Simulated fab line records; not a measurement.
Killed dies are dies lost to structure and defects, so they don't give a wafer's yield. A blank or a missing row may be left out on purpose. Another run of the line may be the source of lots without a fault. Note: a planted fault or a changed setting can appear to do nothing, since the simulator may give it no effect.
The tool behind it: which one? ; flow ritCmos ; Sampling: 14 lots, 42 wafers, 2 of 202 route steps

== WHAT EACH GAUGE READ, for each wafer ==
No reading from a measuring or inspecting step in the record can be judged against a usual standard deviation.

== TOOL THAT RAN EACH LOT (tool first, then ch and the chambers of the sampled wafers, then the start) ==
lot;RIT_ACTIVE_ETCH_13;RIT_M1_PROBE_99
L859;rieDiel-04 ch 0,1,3, day 2 02:21;-
L860;rieDiel-02 ch 1,2,3, day 2 06:08;-
L861;rieDiel-04 ch 1,2,3, day 2 14:22;-
L862;rieDiel-03 ch 0,1,2, day 3 00:23;prober-02, day 6 08:25
L865;rieDiel-04 ch 1,3, day 3 07:52;-
L864;rieDiel-03 ch 0,1, day 3 08:07;prober-01, day 6 06:49
L866;rieDiel-02 ch 0,1,2, day 3 15:19;-
L868;rieDiel-02 ch 1,2, day 3 22:21;-
L873;rieDiel-04 ch 0,2,3, day 5 03:21;prober-01, day 7 10:47
L875;rieDiel-04 ch 0,2,3, day 5 11:31;prober-01, day 7 14:59
L876;rieDiel-04 ch 0,3, day 5 14:13;-
L878;rieDiel-02 ch 1,3, day 6 01:35;prober-02, day 8 00:50
L879;rieDiel-03 ch 0,1,3, day 6 05:04;-
L880;rieDiel-03 ch 0,2,3, day 6 11:50;-
- RIT_ACTIVE_ETCH_13: etches Si3N4 in SF6, stops on SiO2, time 210 s, target depth 210 nm.
- RIT_M1_PROBE_99

== WHAT THE TOOLS THEMSELVES READ (means of the sampled wafers that have a number; where no wafer has one, the mark that the record gives instead) ==
RIT_ACTIVE_ETCH_13. Usual: chamberPressureMTorr 259.99 mTorr, standard deviation 0.26; drypumpMotorCurrentA 5.9 A, standard deviation 0.44; oesProductAu 0.825 a.u., standard deviation 0.013; throttleValvePct 7.50 %, standard deviation 0.12.
lot;tool;chamberPressureMTorr (mTorr);drypumpMotorCurrentA (A);oesProductAu (a.u.);throttleValvePct (%);flag
L859;rieDiel-04;260.10;6.0;0.829;7.49;
L860;rieDiel-02;260.04;6.0;0.821;7.43;
L861;rieDiel-04;260.19;5.6;0.835;7.40;
L862;rieDiel-03;260.16;5.6;0.826;7.62;
L865;rieDiel-04;259.69;5.9;0.837;7.45;
L864;rieDiel-03;260.01;5.7;0.835;7.64;
L866;rieDiel-02;260.22;5.9;0.817;7.46;
L868;rieDiel-02;260.14;6.1;0.830;7.43;
L873;rieDiel-04;260.25;5.7;0.822;7.44;
L875;rieDiel-04;216.46;5.7;0.827;7.43;OFF
L876;rieDiel-04;173.45;5.6;0.817;7.41;OFF
L878;rieDiel-02;260.03;5.9;0.820;7.49;
L879;rieDiel-03;259.91;6.0;0.828;7.56;
L880;rieDiel-03;259.84;5.9;0.830;7.60;

RIT_M1_PROBE_99. Usual: killedAtContacts 0.1, standard deviation 0.25; killedAtFrontEnd 7, standard deviation 3.1; killedDies 7, standard deviation 3.2; killedOpen 3.3, standard deviation 2; killedShort 3.5, standard deviation 2.
lot;tool;killedAtContacts;killedAtFrontEnd;killedDies;killedOpen;killedShort;flag
L862;prober-02;0.0;5;5;1.3;4.0;
L864;prober-01;0.0;9;9;4.7;4.7;
L873;prober-01;0.0;8;8;5.0;3.3;
L875;prober-01;0.3;8;8;4.0;4.3;
L878;prober-02;0.0;6;6;2.3;3.7;

== THE ANSWER, worked out from the rows above alone ==
Rule: a lot counts as off when the mean over its wafers that have a number is more than 3 standard deviations away from the usual mean. A lot without any number at a reading at which 4 lots or more have one is off too. The other lots that the step has rows for count as sound. First the gauges in route order, then the tools' own readings, where a lot's mean is used as printed above. At the first step where some lot is off, the reading lying furthest off is the one used; lots without a number count as furthest.
Off: L875, L876 (RIT_ACTIVE_ETCH_13, chamberPressureMTorr).
If a tool, at that step or one of the process steps before it, ran each lot that is off and ran no sound lot following the first of them, it fits. One fits: RIT_ACTIVE_ETCH_13 on rieDiel-04. Its last sound lot is L873 (day 5 03:21), its first lot that is off L875 (day 5 11:31): a fault that began between those two fits.
The tool's own readings at RIT_ACTIVE_ETCH_13 bear it out: on the lots that are off they differ by more than 5 times the standard deviation of the sound lots' means. chamberPressureMTorr reads 194.95 mTorr there against 260.05 mTorr on the sound lots.

== WHAT THE SIMULATOR HAD INSERTED ==
rieDiel-04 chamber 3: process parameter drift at RIT_ACTIVE_ETCH_13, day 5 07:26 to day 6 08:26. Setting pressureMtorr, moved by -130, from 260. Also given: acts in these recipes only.
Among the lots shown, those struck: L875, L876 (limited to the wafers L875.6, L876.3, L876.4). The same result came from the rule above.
